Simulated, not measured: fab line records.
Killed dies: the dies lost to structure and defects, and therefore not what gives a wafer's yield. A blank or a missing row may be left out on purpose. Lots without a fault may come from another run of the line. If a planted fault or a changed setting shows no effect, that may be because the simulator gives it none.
fab line records	flow ritCmos
record lots=15	wafers=45	lastDay=7
route steps=202 shown WELLDRIVE@50 NWELL@51 PWELL@52 M1@202
lots that met no fault: from a run of the same line without faults
startH: start of the lot's first displayed wafer, in hours after the record's first day	waitH: hours elapsed since this lot's preceding step	" repeats the value in the row above	L1.1+2: a single row standing in for several wafers	- no value, or no start given	* or withheld: withheld	< > ~ a bound
route shown NAME@n: NAME is a module with steps in the file, n the number in the route of the first one	usual: the fault-free wafers' mean and standard deviation	same: alike in all rows	chamber/n: place in a boat	sites: each site's reading	_std_site: how widely they spread, as a standard deviation	_edge_site: mean of outer sites minus mean of inner sites	radiusMm: for every site, how far away it sits from the centre of the wafer	mask NAME#n: copy n	behind: the most recent tool/chamber to have shaped the wafer	hold: why the lot went on hold/how many hours it stayed there/how the hold came to an end	device: the n, p or np transistor that did not switch	end of line: tests of these same wafers at the route's end	for a step that has no rows: nothing shown but its recipe	killed: count of dies lost to structure and defects at first sort (not the wafer's yield)	map: the dies of a wafer, with x for killed, . for not killed, _ for no die there
set.NAME: the run value of the setting; set.NAME@STEP: its run value at that earlier step	model.NAME: the simulator's own value behind a step, which no gauge read
a sample of lots followed through the steps of the route, with each step as a table and each wafer as a row
services: a tool's chamber out of use, with start hour (startH, from the record's first day; less than 0 if before it), hours out, and reason
## steps
# step RIT_WELLDRIVE_ANNEAL_00
# recipe tempC=1100	timeS=14700	ambient=N2
# usual spikeTcCentreC=1102.3/1.4	spikeTcSourceC=1125.9/1.4	tubeCenterTempC=1100/0.1	tube_center_temp_C_max=1102.8/0.47
lot.wafer	tool	chamber	startH	waitH	spikeTcCentreC	spikeTcSourceC	tubeCenterTempC	tube_center_temp_C_max
L118.1	furnace-02	0	27.91	0.1	1101.5	1127.2	1099.9	1103.2
L118.3	"	0	"	"	1101.7	1124.9	1100	1102.1
L118.4	"	0	"	"	1099.9	1127.3	1099.9	1103.0
L119.2	furnace-04	0	34.25	0.0	1103.4	1128.2	1099.8	1102.4
L119.3	"	0	"	"	1105.4	1126.6	1099.9	1102.8
L119.5	"	0	"	"	1102.6	1126.9	1100	1102.6
L120.4	furnace-02	0	37.70	0.2	1101.8	1125.0	1100	1102.8
L120.5	"	0	"	"	1101.2	1125.3	1100	1102.8
L120.6	"	0	"	"	1102.1	1126.2	1100	1103.2
L121.3	furnace-04	0	43.77	0.0	1103.5	1125.3	1100	1102.4
L121.4	"	0	"	"	1104.7	1127.1	1100	1102.8
L121.5	"	0	"	"	1103.7	1128.2	1100.1	1102.7
L122.1	furnace-03	0	48.21	0.1	1102.5	1124.1	1100	1102.1
L122.3	"	0	"	"	1102.2	1124.0	1099.9	1102.7
L122.5	"	0	"	"	1102.1	1125.3	1100.2	1103.6
L123.2	furnace-02	0	53.99	0.0	1100.9	1127.1	1100.2	1103.2
L123.5	"	0	"	"	1101.0	1126.8	1099.9	1102.7
L123.6	"	0	"	"	1100.5	1125.7	1100	1103.6
L124.3	furnace-03	0	57.71	0.0	1102.5	1125.1	1099.9	1102.4
L124.4	"	0	"	"	1100.6	1124.8	1099.9	1102.0
L124.5	"	0	"	"	1102.1	1125.6	1100	1102.7
L125.1	furnace-03	0	64.09	0.8	1101.0	1123.7	1100	1102.6
L125.2	"	0	"	"	1103.0	1124.8	1100	1102.6
L125.5	"	0	"	"	1100.6	1124.0	1100	1102.2
L126.3	furnace-04	0	69.89	0.0	1102.5	1125.4	1100	1102.4
L126.5	"	0	"	"	1103.3	1127.1	1100	1102.8
L126.6	"	0	"	"	1103.6	1128.1	1100.1	1102.3
L127.1	furnace-02	0	74.02	1.4	1101.8	1123.9	1100	1102.0
L127.2	"	0	"	"	1098.7	1127.2	1099.9	1102.9
L127.5	"	0	"	"	1102.2	1125.9	1099.8	1102.6
L128.2	furnace-03	0	78.01	0.0	1101.3	1126.2	1100.1	1102.7
L128.3	"	0	"	"	1098.3	1124.5	1100	1102.5
L128.4	"	0	"	"	1100.3	1123.9	1100	1103.0
L130.2	furnace-03	0	88.42	0.0	1100.4	1123.3	1100.2	1102.5
L130.3	"	0	"	"	1102.6	1124.8	1100	1103.2
L130.5	"	0	"	"	1101.4	1124.6	1100	1102.8
L138.1	furnace-04	0	127.64	0.1	1094.6	1116.4	1091.9	1094.6
L138.2	"	0	"	"	1094.6	1117.8	1092.1	1095.0
L138.6	"	0	"	"	1096.4	1118.4	1092.1	1095.4
L139.2	furnace-04	0	136.58	0.1	1097.3	1118.5	1092	1094.8
L139.3	"	0	"	"	1096.5	1119.6	1092.1	1094.1
L139.6	"	0	"	"	1095.8	1119.3	1092.1	1095.2
L140.2	furnace-04	0	141.67	1.4	1093.8	1119.8	1092.1	1094.8
L140.3	"	0	"	"	1094.6	1117.5	1092	1094.5
L140.4	"	0	"	"	1095.0	1118.7	1092.1	1094.9
# step RIT_WELLDRIVE_RS_MEAS_01
# recipe thkMeasGauge=four-point-probe
# usual NWELL_RS=275.5/0.81
lot.wafer	tool	chamber	startH	waitH	NWELL_RS[ohm/sq]
L118.1	filmMetro-03	-	32.99	0.0	276.2
L118.3	"	-	"	"	274.8
L118.4	"	-	"	"	275.9
L119.2	filmMetro-04	-	39.36	0.0	276.2
L119.3	"	-	"	"	276.0
L119.5	"	-	"	"	276.4
L120.4	filmMetro-02	-	42.85	0.1	275.7
L120.5	"	-	"	"	276.0
L120.6	"	-	"	"	276.3
L121.3	filmMetro-04	-	48.89	0.0	275.6
L121.4	"	-	"	"	274.3
L121.5	"	-	"	"	274.0
L122.1	filmMetro-04	-	53.29	0.0	276.1
L122.3	"	-	"	"	276.0
L122.5	"	-	"	"	277.0
L123.2	filmMetro-02	-	59.09	0.0	275.5
L123.5	"	-	"	"	275.7
L123.6	"	-	"	"	275.6
L124.3	filmMetro-04	-	62.83	0.0	275.5
L124.4	"	-	"	"	276.4
L124.5	"	-	"	"	275.7
L125.1	filmMetro-03	-	69.17	0.0	275.1
L125.2	"	-	"	"	274.1
L125.5	"	-	"	"	275.3
L126.3	filmMetro-03	-	75.02	0.0	276.2
L126.5	"	-	"	"	275.8
L126.6	"	-	"	"	276.0
L127.1	filmMetro-04	-	79.10	0.0	276.0
L127.2	"	-	"	"	276.5
L127.5	"	-	"	"	276.8
L128.2	filmMetro-04	-	83.11	0.0	275.5
L128.3	"	-	"	"	275.8
L128.4	"	-	"	"	274.8
L130.2	filmMetro-04	-	93.52	0.0	275.8
L130.3	"	-	"	"	276.2
L130.5	"	-	"	"	275.3
L138.1	filmMetro-04	-	132.72	0.0	285.4
L138.2	"	-	"	"	285.1
L138.6	"	-	"	"	285.3
L139.2	filmMetro-03	-	141.69	0.0	282.7
L139.3	"	-	"	"	283.5
L139.6	"	-	"	"	283.9
L140.2	filmMetro-02	-	146.77	0.0	284.3
L140.3	"	-	"	"	283.1
L140.4	"	-	"	"	283.6
# step RIT_WELLDRIVE_RS_MEAS_02
# recipe thkMeasGauge=four-point-probe
# usual PWELL_RS=429.5/1.1
lot.wafer	tool	chamber	startH	waitH	PWELL_RS[ohm/sq]
L118.1	filmMetro-03	-	33.11	0.1	429.8
L118.3	"	-	"	"	429.8
L118.4	"	-	"	"	429.7
L119.2	filmMetro-04	-	39.48	0.1	429.8
L119.3	"	-	"	"	429.5
L119.5	"	-	"	"	430.0
L120.4	filmMetro-02	-	42.97	0.1	428.6
L120.5	"	-	"	"	430.5
L120.6	"	-	"	"	430.2
L121.3	filmMetro-04	-	49.01	0.1	430.5
L121.4	"	-	"	"	431.0
L121.5	"	-	"	"	429.9
L122.1	filmMetro-04	-	53.41	0.1	429.0
L122.3	"	-	"	"	427.9
L122.5	"	-	"	"	429.2
L123.2	filmMetro-02	-	59.21	0.1	428.8
L123.5	"	-	"	"	427.3
L123.6	"	-	"	"	427.0
L124.3	filmMetro-04	-	62.95	0.1	431.9
L124.4	"	-	"	"	431.2
L124.5	"	-	"	"	431.2
L125.1	filmMetro-03	-	69.29	0.1	431.4
L125.2	"	-	"	"	430.2
L125.5	"	-	"	"	431.1
L126.3	filmMetro-03	-	75.14	0.1	428.0
L126.5	"	-	"	"	429.2
L126.6	"	-	"	"	428.1
L127.1	filmMetro-04	-	79.22	0.1	428.5
L127.2	"	-	"	"	429.9
L127.5	"	-	"	"	429.8
L128.2	filmMetro-04	-	83.23	0.1	430.7
L128.3	"	-	"	"	430.2
L128.4	"	-	"	"	430.2
L130.2	filmMetro-04	-	93.64	0.1	430.8
L130.3	"	-	"	"	429.3
L130.5	"	-	"	"	429.3
L138.1	filmMetro-04	-	132.84	0.1	440.6
L138.2	"	-	"	"	440.9
L138.6	"	-	"	"	439.8
L139.2	filmMetro-03	-	141.81	0.1	440.0
L139.3	"	-	"	"	438.1
L139.6	"	-	"	"	438.2
L140.2	filmMetro-02	-	146.89	0.1	436.5
L140.3	"	-	"	"	436.0
L140.4	"	-	"	"	437.8
# step RIT_M1_PROBE_99
# usual killedAtContacts=0.0/0.2	killedAtFrontEnd=7/3.1	killedDies=7/3.1	killedOpen=3.5/1.9	killedShort=3.6/2.1
# same grossDies=264	killed_at_M0_to_M3=0	killed_at_M4_up=0	killedAtBackSide=0	killedAtOther=0
lot.wafer	tool	chamber	startH	waitH	killedAtContacts	killedAtFrontEnd	killedDies	killedOpen	killedShort
L118.1	prober-01	-	62.77	0.1	0	5	5	2	3
L118.3	prober-01	-	62.87	0.2	0	9	9	3	6
L118.4	prober-01	-	62.92	0.2	0	4	4	0	4
L119.2	prober-02	-	70.31	0.1	0	11	11	8	3
L119.3	prober-02	-	70.36	0.2	0	3	3	1	2
L119.5	prober-02	-	70.46	0.2	0	4	4	2	2
L120.4	prober-01	-	74.29	0.2	0	7	7	2	5
L120.5	prober-01	-	74.34	0.2	0	2	2	1	1
L120.6	prober-01	-	74.39	0.2	0	3	3	1	2
L121.3	prober-02	-	78.59	0.2	0	9	9	6	3
L121.4	prober-02	-	78.64	0.2	0	4	4	2	2
L121.5	prober-02	-	78.69	0.2	0	12	12	4	8
L122.1	prober-01	-	81.96	0.1	0	7	7	4	3
L122.3	prober-01	-	82.06	0.2	0	6	6	3	3
L122.5	prober-01	-	82.16	0.2	1	5	6	2	4
L123.2	prober-02	-	88.40	0.1	0	13	13	3	10
L123.5	prober-02	-	88.55	0.2	0	5	5	2	3
L123.6	prober-02	-	88.60	0.2	0	6	6	4	2
L124.3	prober-01	-	91.00	0.2	0	10	10	7	3
L124.4	prober-01	-	91.05	0.2	0	17	17	6	11
L124.5	prober-01	-	91.10	0.2	0	10	10	4	6
L125.1	prober-02	-	98.19	0.1	0	11	11	4	7
L125.2	prober-02	-	98.24	0.1	0	6	6	2	4
L125.5	prober-02	-	98.39	0.2	0	10	10	4	6
L126.3	prober-01	-	103.77	0.2	0	6	6	4	2
L126.5	prober-01	-	103.87	0.2	1	3	4	2	2
L126.6	prober-01	-	103.92	0.2	0	7	7	5	2
L127.1	prober-02	-	107.18	0.1	0	4	4	2	2
L127.2	prober-02	-	107.23	0.1	0	7	7	4	3
L127.5	prober-02	-	107.38	0.2	0	7	7	3	4
L128.2	prober-01	-	111.43	0.1	0	9	9	7	2
L128.3	prober-01	-	111.48	0.2	0	9	9	3	6
L128.4	prober-01	-	111.53	0.2	0	12	12	7	5
L130.2	prober-01	-	123.18	0.1	1	11	12	6	6
L130.3	prober-01	-	123.23	0.2	0	7	7	6	1
L130.5	prober-01	-	123.33	0.2	0	6	6	4	2
L138.1	prober-01	-	162.40	0.1	0	7	7	4	3
L138.2	prober-01	-	162.45	0.1	0	7	7	4	3
L138.6	prober-01	-	162.65	0.2	0	7	7	2	5
L139.2	prober-02	-	173.07	0.1	0	5	5	2	3
L139.3	prober-02	-	173.12	0.2	0	6	6	4	2
L139.6	prober-02	-	173.27	0.2	0	4	4	0	4
L140.2	prober-01	-	176.46	0.1	0	10	10	5	5
L140.3	prober-01	-	176.51	0.2	0	7	7	4	3
L140.4	prober-01	-	176.56	0.2	0	6	6	5	1
# killed by level:class
L118.1 GATE:geometricParticle:open=2 FOX1:geometricParticle:short=1 FOX2:geometricParticle:short=1 GATE:geometricParticle:short=1
L118.3 GATE:geometricParticle:short=5 GATE:geometricParticle:open=2 FOX1:geometricParticle:short=1 SILICIDE:geometricParticle:open=1
L118.4 FOX1:geometricParticle:short=2 REOX:geometricParticle:short=1 SPACER:geometricParticle:short=1
L119.2 GATE:geometricParticle:open=6 GATE:geometricParticle:short=3 FOX2:geometricParticle:open=2
L119.3 FOX2:geometricParticle:short=2 FOX2:geometricParticle:open=1
L119.5 GATE:geometricParticle:short=1 GATE:geometricParticle:open=1 REOX:geometricParticle:short=1 SILICIDE:geometricParticle:open=1
L120.4 FOX1:geometricParticle:short=1 FOX2:geometricParticle:open=1 GATE:geometricParticle:open=1 GATE:geometricParticle:short=1 REOX:geometricParticle:short=1 SPACER:geometricParticle:short=1 SILICIDE:geometricParticle:short=1
L120.5 GATE:geometricParticle:open=1 GATE:geometricParticle:short=1
L120.6 FOX1:geometricParticle:short=2 SPACER:geometricParticle:open=1
L121.3 GATE:geometricParticle:open=5 GATE:geometricParticle:short=2 FOX1:geometricParticle:short=1 SILICIDE:geometricParticle:open=1
L121.4 GATE:geometricParticle:open=2 GATE:geometricParticle:short=2
L121.5 GATE:geometricParticle:short=7 FOX1:geometricParticle:open=1 GATE:geometricParticle:open=1 REOX:geometricParticle:short=1 SPACER:geometricParticle:open=1 SILICIDE:geometricParticle:open=1
L122.1 FOX1:geometricParticle:open=2 FOX1:geometricParticle:short=1 GATE:geometricParticle:open=1 SPACER:geometricParticle:short=1 SILICIDE:geometricParticle:open=1 SILICIDE:geometricParticle:short=1
L122.3 GATE:geometricParticle:open=2 FOX1:geometricParticle:open=1 FOX1:geometricParticle:short=1 REOX:geometricParticle:short=1 SILICIDE:geometricParticle:short=1
L122.5 GATE:geometricParticle:short=2 FOX1:geometricParticle:short=1 SILICIDE:geometricParticle:open=1 SILICIDE:geometricParticle:short=1 CONTACT:geometricParticle:open=1
L123.2 SPACER:geometricParticle:short=4 FOX2:geometricParticle:short=2 GATE:geometricParticle:open=2 GATE:geometricParticle:short=2 REOX:geometricParticle:short=2 SPACER:geometricParticle:open=1
L123.5 GATE:geometricParticle:short=2 GATE:geometricParticle:open=1 REOX:geometricParticle:short=1 SILICIDE:geometricParticle:open=1
L123.6 GATE:geometricParticle:open=2 FOX2:geometricParticle:open=1 GATE:geometricParticle:short=1 REOX:geometricParticle:short=1 SPACER:geometricParticle:open=1
L124.3 FOX2:geometricParticle:open=4 GATE:geometricParticle:open=2 FOX1:geometricParticle:short=1 FOX2:geometricParticle:short=1 REOX:geometricParticle:open=1 SILICIDE:geometricParticle:short=1
L124.4 GATE:geometricParticle:short=5 GATE:geometricParticle:open=2 SPACER:geometricParticle:short=2 REOX:geometricParticle:open=2 REOX:geometricParticle:short=2 FOX1:geometricParticle:short=1 SPACER:geometricParticle:open=1 SILICIDE:geometricParticle:open=1
L124.5 SILICIDE:geometricParticle:open=3 SPACER:geometricParticle:short=2 SILICIDE:geometricParticle:short=2 FOX1:geometricParticle:short=1 FOX1:geometricParticle:open=1 GATE:geometricParticle:short=1
L125.1 GATE:geometricParticle:short=3 GATE:geometricParticle:open=2 SPACER:geometricParticle:short=2 FOX1:geometricParticle:short=1 REOX:geometricParticle:short=1 REOX:geometricParticle:open=1 SPACER:geometricParticle:open=1
L125.2 GATE:geometricParticle:short=3 FOX1:geometricParticle:short=1 FOX2:geometricParticle:open=1 REOX:geometricParticle:open=1
L125.5 GATE:geometricParticle:open=2 GATE:geometricParticle:short=2 SPACER:geometricParticle:short=2 SILICIDE:geometricParticle:open=2 ACTIVE:geometricParticle:short=1 SILICIDE:geometricParticle:short=1
L126.3 FOX1:geometricParticle:short=1 FOX2:geometricParticle:open=1 GATE:geometricParticle:open=1 REOX:geometricParticle:short=1 SPACER:geometricParticle:open=1 SILICIDE:geometricParticle:open=1
L126.5 REOX:geometricParticle:short=2 FOX1:geometricParticle:open=1 CONTACT:geometricParticle:open=1
L126.6 REOX:geometricParticle:open=3 FOX1:geometricParticle:short=1 FOX1:geometricParticle:open=1 GATE:geometricParticle:short=1 SILICIDE:geometricParticle:open=1
L127.1 FOX2:geometricParticle:short=1 GATE:geometricParticle:open=1 REOX:geometricParticle:open=1 REOX:geometricParticle:short=1
L127.2 SPACER:geometricParticle:open=2 GATE:geometricParticle:short=1 GATE:geometricParticle:open=1 SPACER:geometricParticle:short=1 SILICIDE:geometricParticle:open=1 SILICIDE:geometricParticle:short=1
L127.5 SPACER:geometricParticle:short=2 SPACER:geometricParticle:open=2 FOX1:geometricParticle:open=1 FOX2:geometricParticle:short=1 REOX:geometricParticle:short=1
L128.2 FOX1:geometricParticle:open=4 FOX1:geometricParticle:short=2 REOX:geometricParticle:open=2 SPACER:geometricParticle:open=1
L128.3 GATE:geometricParticle:short=5 FOX1:geometricParticle:open=2 FOX1:geometricParticle:short=1 REOX:geometricParticle:open=1
L128.4 GATE:geometricParticle:short=3 FOX1:geometricParticle:open=2 REOX:geometricParticle:open=2 REOX:geometricParticle:short=2 ACTIVE:geometricParticle:open=1 FOX2:geometricParticle:open=1 SILICIDE:geometricParticle:open=1
L130.2 GATE:geometricParticle:open=4 GATE:geometricParticle:short=3 FOX1:geometricParticle:short=1 FOX1:geometricParticle:open=1 SILICIDE:geometricParticle:short=1 SILICIDE:geometricParticle:open=1 CONTACT:geometricParticle:short=1
L130.3 GATE:geometricParticle:open=4 GATE:geometricParticle:short=1 REOX:geometricParticle:open=1 SILICIDE:geometricParticle:open=1
L130.5 GATE:geometricParticle:open=4 GATE:geometricParticle:short=2
L138.1 SPACER:geometricParticle:open=3 GATE:geometricParticle:short=1 REOX:geometricParticle:short=1 SPACER:geometricParticle:short=1 SILICIDE:geometricParticle:open=1
L138.2 GATE:geometricParticle:open=3 FOX1:geometricParticle:short=1 SPACER:geometricParticle:short=1 SILICIDE:geometricParticle:short=1 SILICIDE:geometricParticle:open=1
L138.6 SILICIDE:geometricParticle:short=3 GATE:geometricParticle:short=1 REOX:geometricParticle:open=1 SPACER:geometricParticle:short=1 SILICIDE:geometricParticle:open=1
L139.2 SPACER:geometricParticle:short=2 FOX1:geometricParticle:open=1 GATE:geometricParticle:short=1 SPACER:geometricParticle:open=1
L139.3 GATE:geometricParticle:open=2 SPACER:geometricParticle:open=2 FOX2:geometricParticle:short=1 SPACER:geometricParticle:short=1
L139.6 GATE:geometricParticle:short=2 FOX2:geometricParticle:short=1 REOX:geometricParticle:short=1
L140.2 GATE:geometricParticle:open=3 GATE:geometricParticle:short=2 REOX:geometricParticle:short=2 REOX:geometricParticle:open=2 SPACER:geometricParticle:short=1
L140.3 FOX1:geometricParticle:open=2 REOX:geometricParticle:short=2 FOX2:geometricParticle:short=1 GATE:geometricParticle:open=1 SILICIDE:geometricParticle:open=1
L140.4 GATE:geometricParticle:open=2 FOX1:geometricParticle:open=1 FOX2:geometricParticle:short=1 SPACER:geometricParticle:open=1 SILICIDE:geometricParticle:open=1
## services
tool	chamber	startH	hours	kind
furnace-02	-	6.50	6.7	pm
furnace-02	-	127.56	3.4	pm
furnace-03	-	132.05	2.7	pm
## key
firstSign step=RIT_WELLDRIVE_ANNEAL_00	reading=tubeCenterTempC	direction=down	sigmas=72	usual=*	struck=*
effect step=RIT_WELLDRIVE_ANNEAL_00	reading=tube_center_temp_C_max	direction=down	sigmas=17	usual=*	struck=*
effect step=RIT_WELLDRIVE_RS_MEAS_01	reading=NWELL_RS	direction=up	sigmas=11	usual=275.5	struck=284.1
effect step=RIT_WELLDRIVE_RS_MEAS_02	reading=PWELL_RS	direction=up	sigmas=8.3	usual=429.5	struck=438.6
metAt RIT_WELLDRIVE_ANNEAL_00
struckLots L138,L139,L140
testerLeftOut L138,L139,L140
fault kind=processParameterDrift	tool=furnace-04	chamber=-	onsetH=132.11	steps=RIT_WELLDRIVE_ANNEAL_00	channel=tempC	offset=*	shape=step	endH=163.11	actsIn=*	stated=*
# testerLeftOut: of these lots the tester's yield and bins aren't shown, on N5 and GAA mostly nor the transistor test; their killed dies are dies lost to structure and defects alone, not to doping, threshold or leakage, so they don't give the yield
